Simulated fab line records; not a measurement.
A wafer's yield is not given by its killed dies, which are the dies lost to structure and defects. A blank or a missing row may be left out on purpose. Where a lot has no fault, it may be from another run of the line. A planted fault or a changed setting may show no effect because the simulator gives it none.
Split-lot experiment / flow berkeleyCmos170 / 23 wafers read across 5 lots, on a route 331 steps long

== ABOUT THE SPLIT ==
At UCB170_NLDD_IMPLANT_08, the setting doseCm2 was moved away from the recipe's 5e+13 on 7 of the 23 wafers read, by -7.1% to -4.5%. This setting was run at the recipe's value on the other wafers.

== FROM THE SPLIT TO THE READING: what the file shows between them, 9 steps ==
- UCB170_NLDD_IMPLANT_09
- UCB170_NLDD_STRIP_10: strips in O2
- UCB170_PSD_IMPLANT_08 (also split here: energyKev)
- UCB170_PSD_STRIP_09: strips in O2
- UCB170_BACKSIDE_COAT_01: resist thk 900 nm (also split here: resistThkNm)
- UCB170_BACKSIDE_SOFTBAKE_02: time 60 s
- UCB170_BACKSIDE_STRIP_03: strips in O2
- UCB170_BACKSIDE_CLEAN_04: cleans in SPM, time 600 s
- UCB170_SDANNEAL_RTA_00: time 10 s

== THE READING ==
NLDD_RS (ohm/sq), read at UCB170_SDANNEAL_RS_MEAS_05 with a four-point probe. A value of 616.7 ohm/sq with a standard deviation of 1.4 ohm/sq is what fault-free wafers of this fab line usually give.

wafer=L075.1; tool, chamber at the split=implanter-03, 0; doseCm2 as run=5e+13; against the recipe=recipe; NLDD_RS, ohm/sq=618.0; against lot-mates on the recipe=-
wafer=L075.2; tool, chamber at the split=implanter-03, 0; doseCm2 as run=5e+13; against the recipe=recipe; NLDD_RS, ohm/sq=619.0; against lot-mates on the recipe=-
wafer=L075.3; tool, chamber at the split=implanter-03, 0; doseCm2 as run=4.691e+13; against the recipe=-6.2%; NLDD_RS, ohm/sq=631.6; against lot-mates on the recipe=+13.6
wafer=L075.4; tool, chamber at the split=implanter-03, 0; doseCm2 as run=5e+13; against the recipe=recipe; NLDD_RS, ohm/sq=616.9; against lot-mates on the recipe=-
wafer=L075.6; tool, chamber at the split=implanter-03, 0; doseCm2 as run=4.691e+13; against the recipe=-6.2%; NLDD_RS, ohm/sq=632.6; against lot-mates on the recipe=+14.6
wafer=L076.2; tool, chamber at the split=implanter-01, 0; doseCm2 as run=5e+13; against the recipe=recipe; NLDD_RS, ohm/sq=618.9; against lot-mates on the recipe=-
wafer=L076.3; tool, chamber at the split=implanter-01, 0; doseCm2 as run=5e+13; against the recipe=recipe; NLDD_RS, ohm/sq=618.5; against lot-mates on the recipe=-
wafer=L076.5; tool, chamber at the split=implanter-01, 0; doseCm2 as run=5e+13; against the recipe=recipe; NLDD_RS, ohm/sq=618.1; against lot-mates on the recipe=-
wafer=L081.1; tool, chamber at the split=implanter-03, 0; doseCm2 as run=5e+13; against the recipe=recipe; NLDD_RS, ohm/sq=617.6; against lot-mates on the recipe=-
wafer=L081.2; tool, chamber at the split=implanter-03, 0; doseCm2 as run=5e+13; against the recipe=recipe; NLDD_RS, ohm/sq=618.0; against lot-mates on the recipe=-
wafer=L081.3; tool, chamber at the split=implanter-03, 0; doseCm2 as run=5e+13; against the recipe=recipe; NLDD_RS, ohm/sq=617.0; against lot-mates on the recipe=-
wafer=L081.5; tool, chamber at the split=implanter-03, 0; doseCm2 as run=5e+13; against the recipe=recipe; NLDD_RS, ohm/sq=618.1; against lot-mates on the recipe=-
wafer=L081.6; tool, chamber at the split=implanter-03, 0; doseCm2 as run=5e+13; against the recipe=recipe; NLDD_RS, ohm/sq=617.0; against lot-mates on the recipe=-
wafer=L082.1; tool, chamber at the split=implanter-04, 0; doseCm2 as run=5e+13; against the recipe=recipe; NLDD_RS, ohm/sq=616.1; against lot-mates on the recipe=-
wafer=L082.2; tool, chamber at the split=implanter-04, 0; doseCm2 as run=5e+13; against the recipe=recipe; NLDD_RS, ohm/sq=615.7; against lot-mates on the recipe=-
wafer=L082.4; tool, chamber at the split=implanter-04, 0; doseCm2 as run=4.646e+13; against the recipe=-7.1%; NLDD_RS, ohm/sq=630.5; against lot-mates on the recipe=+14.8
wafer=L082.5; tool, chamber at the split=implanter-04, 0; doseCm2 as run=5e+13; against the recipe=recipe; NLDD_RS, ohm/sq=615.3; against lot-mates on the recipe=-
wafer=L082.6; tool, chamber at the split=implanter-04, 0; doseCm2 as run=4.646e+13; against the recipe=-7.1%; NLDD_RS, ohm/sq=629.8; against lot-mates on the recipe=+14.1
wafer=L085.1; tool, chamber at the split=implanter-04, 0; doseCm2 as run=4.773e+13; against the recipe=-4.5%; NLDD_RS, ohm/sq=626.9; against lot-mates on the recipe=+8.4
wafer=L085.2; tool, chamber at the split=implanter-04, 0; doseCm2 as run=5e+13; against the recipe=recipe; NLDD_RS, ohm/sq=618.3; against lot-mates on the recipe=-
wafer=L085.3; tool, chamber at the split=implanter-04, 0; doseCm2 as run=4.773e+13; against the recipe=-4.5%; NLDD_RS, ohm/sq=627.0; against lot-mates on the recipe=+8.5
wafer=L085.4; tool, chamber at the split=implanter-04, 0; doseCm2 as run=5e+13; against the recipe=recipe; NLDD_RS, ohm/sq=618.6; against lot-mates on the recipe=-
wafer=L085.6; tool, chamber at the split=implanter-04, 0; doseCm2 as run=4.773e+13; against the recipe=-4.5%; NLDD_RS, ohm/sq=627.7; against lot-mates on the recipe=+9.2

FIT RESULTS
A straight line over all 23 wafers: NLDD_RS changes by -2.04 ohm/sq for each +1% of doseCm2; r = -0.98; the points scatter about the line by 1.3 ohm/sq.
The same after taking each lot's own level away (the mean of its wafers on the recipe; 23 wafers): -2.1 ohm/sq for each +1%; r = -0.99; scatter 0.69 ohm/sq.
The reading moves by 15 ohm/sq for the largest change in doseCm2, on that fit.
Across the lots, their own levels run from 615.70 to 618.50 ohm/sq, a range of 2.0 times the standard deviation given above.
So the lot-to-lot level changes the slope little: the two slopes agree.
Check: +14.8 ohm/sq against its lot-mates is what the line predicts for one of the wafers moved furthest among these (-7.1%) when that wafer is left out of the fit. Against them it came out at +14.8 ohm/sq.

== ADDITIONAL SPLITS CARRIED BY THESE WAFERS ==
Other splits were also applied to these wafers ahead of the reading. Each is held against what the fit with the lots' levels taken away leaves over:
other split on the same wafers=UCB170_PSD_IMPLANT_08 energyKev; wafers away from the commonest value=11; r with NLDD_RS (lot level and that fit taken away)=-0.26
other split on the same wafers=UCB170_BACKSIDE_COAT_01 resistThkNm; wafers away from the commonest value=10; r with NLDD_RS (lot level and that fit taken away)=+0.01

== THE FILE'S OWN FIT ==
NLDD_RS changes by -2.11 ohm/sq for each +1% of doseCm2, r = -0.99.
